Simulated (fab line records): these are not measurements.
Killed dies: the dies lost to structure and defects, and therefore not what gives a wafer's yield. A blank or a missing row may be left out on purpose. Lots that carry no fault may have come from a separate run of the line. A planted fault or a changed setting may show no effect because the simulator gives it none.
A lot that was struck, set against a sound lot || flow berkeleyCmos170 || 18 out of 331 route steps
Sound: wafers L425.1, L425.4, L425.5. Wafers L431.3, L431.4, L431.6 were the ones struck. At the end, the cause is stated.
Each step with rows lists, per side, the tool, then ch with its chambers, then its first start. Under that, the readings that differ: sound wafers || struck wafers || difference of the means || sigmas: that difference in standard deviations of wafers without a fault.
alike: words and numbers the same on both sides, and readings whose means are apart by under 2 such deviations; not compared: readings that were withheld, readings missing a value for some wafer, numbers with overlapping values and no deviation given by the record, and bounds like >300 which may hide the same value.
Wherever a step has rows on one side only, a row that says differs or no value, or a row with sigmas, the two part there. Non-overlapping numbers with no deviation appear without sigmas and do not part them. A reading missing from all wafers of one side parts the sides only when that side holds two or more wafers.

first, 2 steps without rows for these wafers: UCB170_CONTACT_CLEAN_00 (cleans in SPM, time 600 s); UCB170_CONTACT_CVD_01 (deposits PSG from SiH4/O2/PH3, target thk 700 nm, time 2820 s).
UCB170_CONTACT_THK_MEAS_02:
  struck on filmMetro-03, day 11 16:42; sound on filmMetro-01, day 10 18:54
  alike: CONTACT_PSG_THK
then, 3 steps without rows for these wafers: UCB170_CONTACT_HMDS_03 (prime time 60 s); UCB170_CONTACT_COAT_04 (resist thk 900 nm); UCB170_CONTACT_SOFTBAKE_05 (time 60 s).
UCB170_CONTACT_STRIP_06: strips in O2.
  sound on plasmaAsher-04 ch 0,1, day 10 19:28; struck on plasmaAsher-01 ch 0,1, day 11 17:14
  alike: drypumpMotorCurrentA, oesProductAu, stripTimeToEndpointS
  not compared: rfHoursCounterH
then, 1 step without rows for these wafers: UCB170_CONTACT_CLEAN_07 (cleans in SPM, time 600 s).
UCB170_CONTACT_RTA_08: time 10 s.
  sound on rtpAnneal-02 ch 0, day 10 19:44; struck on rtpAnneal-01 ch 0, day 11 17:29
{"reading": "lampPowerPct (%)", "sound": "23.3 23.2 23.2", "struck": "21.6 21.7 21.7", "difference": -1.6, "sigmas": -2}
  alike: wafer_temp_C_max
then, 3 steps without rows for these wafers: UCB170_CONTACT_COAT_09; UCB170_CONTACT_COAT_10 (resist thk 900 nm); UCB170_CONTACT_SOFTBAKE_11 (time 60 s).
UCB170_CONTACT_EXPOSE_12: exposes mask CONT, target cd 700 nm.
  sound on krfScanner-01 ch 0, day 10 20:26; struck on krfScanner-02 ch 0, day 11 18:09
{"reading": "model.CONTACT.overlayXNm (nm)", "sound": "3.488 3.488 3.488", "struck": "256.3 256.3 256.3", "difference": "+252.8", "sigmas": ""}
  alike: mask
then, 2 steps without rows for these wafers: UCB170_CONTACT_PEB_13; UCB170_CONTACT_DEVELOP_14 (develop time 45 s).
UCB170_CONTACT_CD_MEAS_15: the cd target is 700 nm.
  struck on cdSem-02, day 11 18:32; sound on cdSem-01, day 10 20:50
  alike: cdNm
UCB170_CONTACT_OVL_MEAS_16:
  struck on overlay-01, day 11 18:50; sound on overlay-01, day 10 20:57
{"reading": "CONTACT_OVL (nm)", "sound": "3 -5 -6", "struck": "256 256 258", "difference": "+259", "sigmas": "+50"}
  not compared: hold
UCB170_M3_PROBE_99:
  sound wafers here have rows in the record (prober-02, day 11 12:21); struck ones have none

## WHERE THEY PART
Last at UCB170_M3_PROBE_99 as far as this record goes, first at UCB170_CONTACT_RTA_08.

WHY: the cause the simulator had injected
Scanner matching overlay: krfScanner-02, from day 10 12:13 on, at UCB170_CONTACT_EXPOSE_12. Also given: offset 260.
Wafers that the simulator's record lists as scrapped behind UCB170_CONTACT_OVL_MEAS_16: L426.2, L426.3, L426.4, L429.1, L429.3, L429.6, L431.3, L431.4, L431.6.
